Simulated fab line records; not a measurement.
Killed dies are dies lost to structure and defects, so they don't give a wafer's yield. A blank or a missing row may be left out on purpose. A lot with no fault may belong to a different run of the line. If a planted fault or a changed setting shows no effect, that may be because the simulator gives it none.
Which of the tools did it? | flow berkeley-cmos170 | route of 331 steps, sampled at 1 step: 7 lots, 21 wafers

WHAT EACH GAUGE READ, for each wafer
UCB170_START_BOW_MEAS_00.
lot  | measured    | on            | INCOMING_BOW (um)
L130 | day 1 15:00 | film-metro-01 | 9 -2 -3
L132 | day 2 01:00 | film-metro-03 | 4 7 8
L134 | day 2 11:00 | film-metro-03 | 0 9 5
L136 | day 2 21:00 | film-metro-03 | 2 8 13
L140 | day 3 17:00 | film-metro-02 | 4 2 -8
L143 | day 4 08:00 | film-metro-03 | -7 -4 8
L147 | day 5 04:02 | film-metro-01 | 4 -5 -1

WHICH TOOL RAN EACH LOT (tool, then ch and the chambers of the sampled wafers, then the start)
Record: no process step prior to these readings.

THE ANSWER, worked out from the rows above alone
Rule: usual is defined by the lots themselves. Put in order of their means at a reading, lots are off if they are a third of the lots or fewer, leave a main group of 4 or more, and stand apart from it by a gap of 3 or more times the standard deviation of the main group's means; of several such gaps the widest counts. Not used: any main group whose means are identical at the precision the tables above print for the reading. Also off: a lot with no number at a reading for which 4 or more lots have one. Where the step has rows for the other lots, those lots are counted as sound.
Across all readings shown, no lot is off: no conclusion can be drawn from this.

WHAT WAS PUT IN BY THE SIMULATOR
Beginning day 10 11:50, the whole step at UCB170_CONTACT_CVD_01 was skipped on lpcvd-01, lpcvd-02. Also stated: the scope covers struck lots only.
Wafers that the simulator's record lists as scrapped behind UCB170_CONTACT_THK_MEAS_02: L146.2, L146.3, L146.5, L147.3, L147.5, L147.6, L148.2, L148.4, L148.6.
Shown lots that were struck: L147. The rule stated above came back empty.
